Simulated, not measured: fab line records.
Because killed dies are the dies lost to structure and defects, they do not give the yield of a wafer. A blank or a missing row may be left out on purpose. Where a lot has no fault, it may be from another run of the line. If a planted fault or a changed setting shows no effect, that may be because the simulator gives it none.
Struck lot and sound lot, side by side ; flow rit cmos ; 44 steps out of a route of 202
Sound: the wafers L672.2, L672.5, L672.6. Struck: wafers L679.3, L679.4, L679.6. The cause is given at the end.
Per side, at each step with rows, come the tool, then ch with its chambers, and then its first start. Under that, the readings that differ: sound wafers ; struck wafers ; difference of the means ; sigmas: that difference in standard deviations of wafers without a fault.
alike: words and numbers the same on both sides, and readings whose means are apart by under 2 such deviations; not compared: readings that were withheld, readings missing a value for some wafer, numbers with overlapping values and no deviation given by the record, and bounds like >300 which may hide the same value.
Wherever a step has rows on one side only, a row that says differs or no value, or a row with sigmas, the two part there. Non-overlapping numbers with no deviation appear without sigmas and do not part them. A reading that every wafer of one side lacks parts them only if that side has two wafers or more.

first, 2 steps without rows for these wafers: RIT_NLDD_HARDBAKE_07 (time 60 s); RIT_NLDD_IMPLANT_08.
RIT_NLDD_STRIP_09: strips in O2, time 180 s.
  sound on plasma asher-04 ch 0,1, day 2 23:29; struck on plasma asher-04 ch 0,1, day 4 10:56
  alike: drypump motor current A, o2 flow sccm
  not compared: rf hours counter h
RIT_NLDD_TW_MEAS_10:
  sound: film metro-03 at day 2 23:40; struck: film metro-03 at day 4 11:04
  alike: NLDD_TW
then, 6 steps without rows for these wafers: RIT_PLDD_HMDS_00 (prime time 60 s); RIT_PLDD_COAT_01 (resist thk 1000 nm); RIT_PLDD_SOFTBAKE_02 (time 60 s); RIT_PLDD_EXPOSE_03 (exposes mask M8, target cd 40900 nm); RIT_PLDD_PEB_04; RIT_PLDD_DEVELOP_05 (develop time 49.22 s).
RIT_PLDD_OVL_MEAS_06:
  sound: overlay-02 at day 3 00:34; struck: overlay-02 at day 4 12:06
  alike: PLDD_OVL
then, 1 step without rows for these wafers: RIT_PLDD_HARDBAKE_07 (time 60 s).
RIT_PLDD_IMPLANT_08:
  sound on implanter-02 ch 0, day 3 00:46; struck on implanter-03 ch 0, day 4 12:19
RIT_PLDD_STRIP_09: strips in O2, time 180 s.
  sound on plasma asher-04 ch 0,1, day 3 00:54; struck on plasma asher-01 ch 0,1, day 4 12:29
  alike: drypump motor current A, o2 flow sccm
  not compared: rf hours counter h
RIT_PLDD_TW_MEAS_10:
  sound: film metro-03 at day 3 01:05; struck: film metro-01 at day 4 12:37
reading;sound;struck;difference;sigmas
PLDD_TW;2376 2375 2369;2299 2303 2309;-70;-2
then, 4 steps without rows for these wafers: RIT_SPACER_CLEAN_00 (cleans in SC1, time 600 s); RIT_SPACER_CLEAN_01 (cleans in dHF, time 30 s); RIT_SPACER_CLEAN_02 (cleans in SC2, time 600 s); RIT_SPACER_CVD_03 (deposits Si3N4 from SiH2Cl2/NH3, target thk 250 nm, time 3300 s).
RIT_SPACER_THK_MEAS_04:
  sound: film metro-02 at day 3 03:28; struck: film metro-01 at day 4 14:58
  alike: SPACER_NITRIDE_THK
RIT_SPACER_ETCHBACK_05: etches Si3N4 in SF6/CHF3, stops on SiO2, target depth 250 nm, time 229.5 s.
  sound on rie diel-01 ch 0,3, day 3 03:31; struck on rie diel-04 ch 1,2,3, day 4 15:00
  alike: drypump motor current A, oes product au, rf fwd power W, throttle valve pct
  not compared: rf hours counter h
then, 6 steps without rows for these wafers: RIT_NSD_HMDS_00 (prime time 60 s); RIT_NSD_COAT_01 (resist thk 1000 nm); RIT_NSD_SOFTBAKE_02 (time 60 s); RIT_NSD_EXPOSE_03 (exposes mask M9, target cd 40700 nm); RIT_NSD_PEB_04; RIT_NSD_DEVELOP_05 (develop time 50 s).
RIT_NSD_OVL_MEAS_06:
  sound: overlay-01 at day 3 04:31; struck: overlay-02 at day 4 16:01
  alike: NSD_OVL
then, 2 steps without rows for these wafers: RIT_NSD_HARDBAKE_07 (time 60 s); RIT_NSD_IMPLANT_08.
RIT_NSD_STRIP_09: strips in O2, time 180 s.
  sound on plasma asher-03 ch 0,1, day 3 04:50; struck on plasma asher-01 ch 0,1, day 4 16:23
  alike: drypump motor current A, o2 flow sccm
  not compared: rf hours counter h
RIT_NSD_TW_MEAS_10:
  sound: film metro-02 at day 3 05:02; struck: film metro-02 at day 4 16:32
  alike: NSD_TW
then, 6 steps without rows for these wafers: RIT_PSD_HMDS_00 (prime time 60 s); RIT_PSD_COAT_01 (resist thk 1000 nm); RIT_PSD_SOFTBAKE_02 (time 60 s); RIT_PSD_EXPOSE_03 (exposes mask M10, target cd 40900 nm); RIT_PSD_PEB_04; RIT_PSD_DEVELOP_05 (develop time 50 s).
RIT_PSD_OVL_MEAS_06:
  sound: overlay-01 at day 3 06:12; struck: overlay-02 at day 4 17:34
reading;sound;struck;difference;sigmas
PSD_OVL (nm);-1.7 -0.1 -1.2;1.2 2.5 2.9;+3.2;+3
then, 2 steps without rows for these wafers: RIT_PSD_HARDBAKE_07 (time 60 s); RIT_PSD_IMPLANT_08.
RIT_PSD_STRIP_09: strips in O2, time 180 s.
  sound on plasma asher-04 ch 0,1, day 3 06:32; struck on plasma asher-03 ch 0,1, day 4 17:56
  alike: drypump motor current A, o2 flow sccm
  not compared: rf hours counter h
RIT_CONTACT_ETCH_11: etches SiO2 in CHF3/CF4/Ar, stops on TiSi2, target depth 480 nm, time 320 s.
  sound on rie diel-03 ch 0,3, day 3 09:46; struck on rie diel-01 ch 0,2,3, day 4 21:03
reading;sound;struck;difference;sigmas
model.CONTACT.cd nm (nm);997.9 999.4 999;969.3 968.3 966.2;-30.8;
  alike: drypump motor current A, oes product au, rf fwd power W, throttle valve pct
  not compared: rf hours counter h
RIT_M1_PROBE_99:
  sound: prober-01 at day 3 14:49; struck: prober-02 at day 5 02:17
reading;sound;struck;difference;sigmas
model.etest.pldd.rs ohm sq rim less centre;-1.924 -4.497 -2.498;-43.68 -44.01 -47.02;-41.93;
model.etest.pldd.rs ohm sq range;13.12 7.174 11.49;48.42 48.52 52.34;+39.17;
model.etest.contact to gate.bv right v (V);91.17 91.58 88.18;97.57 94.81 99.29;+6.91;
model.etest.contact to gate.bv left v (V);92.04 89.33 88.47;101.5 99.48 98.36;+9.8;
model.etest.pmos_0p15.drive ua um rim less centre;0.4462 0.2305 -0.09448;8.036 6.863 8.252;+7.523;
model.etest.pmos_0p15.drive ua um range;2.86 3.684 4.618;9.538 9.892 10.47;+6.246;
model.etest.pmos_0p15.gate bv v (V);4.831 4.852 4.806;4.338 4.379 4.37;-0.467;
model.etest.pmos_0p15.bv v (V);5.743 5.738 5.715;5.402 5.416 5.418;-0.320;
  alike: killed at contacts, killed at front end, killed dies, killed open, killed short

WHERE THEY PART
Last at RIT_PSD_OVL_MEAS_06 as far as this record goes, first at RIT_PLDD_TW_MEAS_10. Later steps at which nothing parts them and some readings are alike: RIT_PSD_STRIP_09, RIT_CONTACT_ETCH_11, RIT_M1_PROBE_99.

WHY: what had been put in by the simulator
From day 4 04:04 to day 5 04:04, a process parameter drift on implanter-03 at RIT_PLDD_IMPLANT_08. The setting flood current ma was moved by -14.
